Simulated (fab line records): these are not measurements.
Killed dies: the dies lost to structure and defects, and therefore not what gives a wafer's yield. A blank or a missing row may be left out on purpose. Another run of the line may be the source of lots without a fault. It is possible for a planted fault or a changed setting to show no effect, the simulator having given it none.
Matching of chambers | flow berkeleyCmos170 | UCB170_V1_ETCH_14 on rieDiel-02 has 4 sister chambers
The step etches SiO2 in CHF3/CF4/Ar, stops on Al, target depth 1250 nm, time 291 s. 18 wafers are shown with their chamber, then 9 later ones without.

== WAFERS WITH THEIR CHAMBER ==
wafer  | chamber | throttleValvePct (%) | drypumpMotorCurrentA (A) | oesProductAu (a.u.)
L074.3 | 1       | 6.96                 | 6.3                      | 0.882
L074.4 | 3       | 7.07                 | 5.7                      | 0.896
L074.5 | 0       | 6.74                 | 6.1                      | 0.901
L075.1 | 1       | 6.96                 | 6.4                      | 0.883
L075.4 | 2       | 6.78                 | 4.6                      | 0.900
L075.5 | 1       | 6.96                 | 6.3                      | 0.885
L076.1 | 2       | 6.76                 | 4.7                      | 0.893
L076.3 | 1       | 6.95                 | 6.3                      | 0.884
L076.4 | 3       | 7.07                 | 5.6                      | 0.900
L078.3 | 1       | 6.97                 | 6.3                      | 0.873
L078.4 | 2       | 6.76                 | 4.7                      | 0.902
L078.5 | 1       | 6.96                 | 6.3                      | 0.883
L081.3 | 1       | 6.95                 | 6.3                      | 0.881
L081.4 | 3       | 7.09                 | 5.7                      | 0.908
L081.6 | 1       | 6.95                 | 6.3                      | 0.883
L085.4 | 2       | 6.75                 | 4.7                      | 0.899
L085.5 | 3       | 7.08                 | 5.7                      | 0.908
L085.6 | 2       | 6.77                 | 4.7                      | 0.899

SIGNATURES (means of the wafers above)
reading              | chamber 0 | chamber 1 | chamber 2 | chamber 3 | scatter within a chamber
throttleValvePct     | 6.7400    | 6.9575    | 6.7640    | 7.0775    | 0.00904
drypumpMotorCurrentA | 6.100     | 6.312     | 4.680     | 5.675     | 0.0416
oesProductAu         | 0.90100   | 0.88175   | 0.89860   | 0.90300   | 0.00423
Rule: a wafer's distance from a chamber is the root of the sum, over the readings, of the square of ((its reading less the chamber's mean) divided by the reading's scatter). If the next closest chamber is less than 2 further off than the closest, the wafer can't be placed; otherwise it belongs to the closest. The scatter is the square root of a quotient: the sum, over the shown wafers, of each reading's squared deviation from its chamber's mean, divided by wafers minus chambers.

== WAFERS MISSING THEIR CHAMBER ==
wafer  | throttleValvePct (%) | drypumpMotorCurrentA (A) | oesProductAu (a.u.)
L084.1 | 6.95                 | 6.3                      | 0.884
L084.5 | 6.74                 | 6.1                      | 0.902
L084.6 | 6.97                 | 6.3                      | 0.878
L089.2 | 7.08                 | 5.7                      | 0.902
L089.3 | 6.74                 | 6.2                      | 0.900
L089.5 | 6.74                 | 6.1                      | 0.907
L093.1 | 7.07                 | 5.7                      | 0.896
L093.3 | 6.77                 | 4.7                      | 0.896
L093.4 | 6.75                 | 6.1                      | 0.901

== WHICH CHAMBER EACH WENT THROUGH ==
wafer  | from the rows above | in truth
L084.1 | 1                   | 1
L084.5 | 0                   | 0
L084.6 | 1                   | 1
L089.2 | 3                   | 3
L089.3 | 0                   | 0
L089.5 | 0                   | 0
L093.1 | 3                   | 3
L093.3 | 2                   | 2
L093.4 | 0                   | 0
Placed correctly: 9 of 9. Number that these rows cannot place: 0. Wrongly placed: 0.
